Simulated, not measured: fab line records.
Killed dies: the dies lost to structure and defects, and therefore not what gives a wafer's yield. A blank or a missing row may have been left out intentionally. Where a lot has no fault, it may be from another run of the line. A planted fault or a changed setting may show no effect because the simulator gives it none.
A struck lot beside a sound one || flow ritCmos || 20 out of 202 route steps
Sound: wafers L750.1, L750.2, L750.6. Struck: wafers L754.3, L754.4, L754.6. Last of all comes the cause.
Each step with rows lists, per side, the tool, then ch with its chambers, then its first start. Under that, the readings that differ: sound wafers || struck wafers || difference of the means || sigmas: that difference in standard deviations of wafers without a fault.
alike: a reading whose means differ by less than 2 such deviations, as well as words and numbers matching on both sides. not compared: withheld readings; readings where some wafer has no value; bounds like >300 that might hide an equal value; numbers whose values overlap and for which the record gives no deviation.
Wherever a step has rows on one side only, a row that says differs or no value, or a row with sigmas, the two part there. Numbers that have no deviation but don't overlap get no sigmas and don't part them. A reading that every wafer of one side lacks parts them only if that side has two wafers or more.

first, 2 steps without rows for these wafers: RIT_NWELL_HARDBAKE_07 (time 120 s); RIT_NWELL_IMPLANT_08.
RIT_NWELL_STRIP_09: strips in O2, time 180 s.
  sound on plasmaAsher-03 ch 0,1, day 2 17:53; struck on plasmaAsher-02 ch 0,1, day 3 13:26
  alike: drypumpMotorCurrentA
  not compared: rfHoursCounterH
RIT_NWELL_TW_MEAS_10:
  sound on filmMetro-04, day 2 18:04; struck on filmMetro-04, day 3 13:35
  alike: NWELL_TW
then, 6 steps without rows for these wafers: RIT_PWELL_HMDS_00 (prime time 60 s); RIT_PWELL_COAT_01 (resist thk 1300 nm); RIT_PWELL_SOFTBAKE_02 (time 60 s); RIT_PWELL_EXPOSE_03 (exposes mask M3, target cd 43700 nm); RIT_PWELL_PEB_04; RIT_PWELL_DEVELOP_05 (develop time 68 s).
RIT_PWELL_OVL_MEAS_06:
  sound on overlay-01, day 2 19:06; struck on overlay-02, day 3 14:42
  alike: PWELL_OVL
then, 1 step without rows for these wafers: RIT_PWELL_HARDBAKE_07 (time 120 s).
RIT_PWELL_IMPLANT_08:
  sound on implanter-04 ch 0, day 2 19:23; struck on implanter-04 ch 0, day 3 15:01
{"reading": "doseIonsCm2", "sound": "6.995e+13 7.008e+13 7.002e+13", "struck": "6.638e+13 6.649e+13 6.652e+13", "difference": -3.553e+12, "sigmas": -49}
{"reading": "faradayCurrentUA", "sound": "220 224 220", "struck": "209 213 209", "difference": -11, "sigmas": -3}
  alike: beamOnS
RIT_PWELL_STRIP_09: strips in O2, time 180 s.
  sound on plasmaAsher-04 ch 0,1, day 2 19:32; struck on plasmaAsher-01 ch 0,1, day 3 15:11
  alike: drypumpMotorCurrentA
  not compared: rfHoursCounterH
RIT_PWELL_TW_MEAS_10:
  sound on filmMetro-03, day 2 19:43; struck on filmMetro-03, day 3 15:19
  alike: PWELL_TW
then, 1 step without rows for these wafers: RIT_WELLDRIVE_ANNEAL_00 (time 14700 s).
RIT_WELLDRIVE_RS_MEAS_01: a four-point-probe measurement.
  sound on filmMetro-04, day 3 00:51; struck on filmMetro-03, day 3 21:13
  alike: NWELL_RS
RIT_WELLDRIVE_RS_MEAS_02: a four-point-probe measurement.
  sound on filmMetro-04, day 3 00:58; struck on filmMetro-03, day 3 21:20
{"reading": "PWELL_RS (ohm/sq)", "sound": "429.0 429.8 430.0", "struck": "445.8 445.8 444.3", "difference": "+15.7", "sigmas": "+14"}
then, 1 step without rows for these wafers: RIT_NRETRO_HMDS_00 (prime time 60 s).
RIT_M1_PROBE_99:
  sound on prober-02, day 4 06:29; struck on prober-02, day 5 02:17
{"reading": "model.etest.pwellPinched.rsOhmSq", "sound": "453.6 460.6 455.9", "struck": "474.9 468.9 475.4", "difference": "+16.4", "sigmas": ""}
{"reading": "model.etest.pwell.rsOhmSq", "sound": "414.9 420.1 415.3", "struck": "432 433.9 433.8", "difference": "+16", "sigmas": ""}
{"reading": "model.etest.diodeNplusPwell.bvV (V)", "sound": "5.951 5.968 5.953", "struck": "6.092 6.073 6.065", "difference": "+0.119", "sigmas": ""}
{"reading": "model.etest.diodeNplusPwell.cjFfUm2", "sound": "2.057 2.058 2.063", "struck": "2.029 2.018 2.034", "difference": -0.032, "sigmas": ""}
  alike: killedAtContacts, killedAtFrontEnd, killedDies, killedOnRim, killedOpen, killedShort

== WHERE THEY PART ==
Last at RIT_WELLDRIVE_RS_MEAS_02 as far as this record goes, first at RIT_PWELL_IMPLANT_08. Later steps at which nothing parts them and some readings are alike: RIT_M1_PROBE_99.

WHY: whatever the simulator had introduced
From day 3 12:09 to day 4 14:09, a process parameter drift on implanter-04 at RIT_PWELL_IMPLANT_08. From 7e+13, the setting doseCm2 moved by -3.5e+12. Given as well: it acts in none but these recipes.
